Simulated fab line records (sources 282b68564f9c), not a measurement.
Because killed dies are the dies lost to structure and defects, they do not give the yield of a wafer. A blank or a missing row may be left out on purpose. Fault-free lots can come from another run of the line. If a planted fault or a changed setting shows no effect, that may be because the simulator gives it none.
A lot that was struck, set against a sound lot | flow rit_cmos | 16 out of 202 route steps
Sound: the wafers L269.1, L269.2, L269.6. The struck wafers were L273.2, L273.3, L273.5. Last of all comes the cause.
At each step with rows: each side's tool, then ch and its chambers, then its first start. Under that, the readings that differ: sound wafers | struck wafers | difference of the means | sigmas: that difference in standard deviations of wafers without a fault.
alike: readings with means less than 2 such deviations apart, plus words and numbers identical on both sides. not compared: withheld readings, readings lacking a value on some wafer, bounds such as >300 that could conceal the same value, and numbers that have no deviation in the record and whose values overlap.
A row with sigmas, a row that says differs or no value, or rows on one side alone: a step with any of these is where the two part. Non-overlapping numbers with no deviation appear without sigmas and do not part them. A reading that every wafer of one side lacks parts them only if that side has two wafers or more.

RIT_GATE_THK_MEAS_07:
  sound on film_metro-04 at day 3 10:52; struck on film_metro-03 at day 4 08:06
  alike: GATE_OXIDE_THK
then, 1 step without rows for these wafers: RIT_GATE_CVD_08 (deposits poly-Si from SiH4, target thk 250 nm, time 2220 s).
RIT_GATE_THK_MEAS_09:
  sound on film_metro-04 at day 3 13:39; struck on film_metro-01 at day 4 09:47
  alike: GATE_POLY_THK
then, 6 steps without rows for these wafers: RIT_GATE_HMDS_10 (prime time 60 s); RIT_GATE_COAT_11 (resist thk 850 nm); RIT_GATE_SOFTBAKE_12 (time 60 s); RIT_GATE_EXPOSE_13 (exposes mask M6, target cd 150 nm); RIT_GATE_PEB_14; RIT_GATE_DEVELOP_15 (develop time 50 s).
RIT_GATE_CD_MEAS_16 targets a cd of 150 nm.
  sound on cd_sem-01 at day 3 14:43; struck on cd_sem-02 at day 4 10:49
  alike: cd_nm
RIT_GATE_OVL_MEAS_17:
  sound on overlay-01 at day 3 14:50; struck on overlay-02 at day 4 10:56
  alike: GATE_OVL
then, 1 step without rows for these wafers: RIT_GATE_HARDBAKE_18 (time 60 s).
RIT_GATE_ETCH_19: etches poly-Si in SF6/CHF3/O2, stops on SiO2, time 165 s, target depth 312.5 nm.
  sound on rie_si-01 ch 0,1,3, day 3 15:01; struck on rie_si-01 ch 0,2, day 4 11:07
  no value came back on the struck wafers for any of 6 readings (CHF3_flow_sccm (sccm), O2_flow_sccm (sccm) and others); on the sound wafers CHF3_flow_sccm (sccm) reads 30.03 29.85 30.05
  reading                                     | sound             | struck          | difference | sigmas
  model.NOVOLAK_of_GATE_COAT_11.thk_nm (nm)   | 675.4 678.7 675.6 | 752.4 750.2 753 | +75.3      |
  model.SiO2_of_FOX2_OXIDATION_00.thk_nm (nm) | 233.8 241.5 237.4 | 247 243.6 247.4 | +8         |
  not compared: rf_hours_counter_h
RIT_GATE_STRIP_20: strips in O2, time 180 s.
  sound on plasma_asher-03 ch 0,1, day 3 15:08; struck on plasma_asher-01 ch 1, day 4 11:13
  reading             | sound       | struck      | difference | sigmas
  rf_refl_power_W (W) | 8.4 7.6 8.7 | 6.6 6.3 6.5 | -1.8       | -2
  alike: drypump_motor_current_A
  not compared: rf_hours_counter_h
RIT_GATE_CD_MEAS_90 targets a cd of 150 nm.
  sound on cd_sem-01 at day 3 15:19; struck on cd_sem-02 at day 4 11:25
  reading    | sound             | struck | difference                    | sigmas
  cd_nm (nm) | 150.6 151.9 149.7 | - - -  | no value on the struck wafers |
RIT_M1_PROBE_99:
  rows exist in the record for the struck wafers here (prober-02, day 5 08:01), but not for the sound ones

WHERE THEY PART
Earliest at RIT_GATE_ETCH_19; latest, in this record, at RIT_M1_PROBE_99.

WHY: the cause the simulator had injected
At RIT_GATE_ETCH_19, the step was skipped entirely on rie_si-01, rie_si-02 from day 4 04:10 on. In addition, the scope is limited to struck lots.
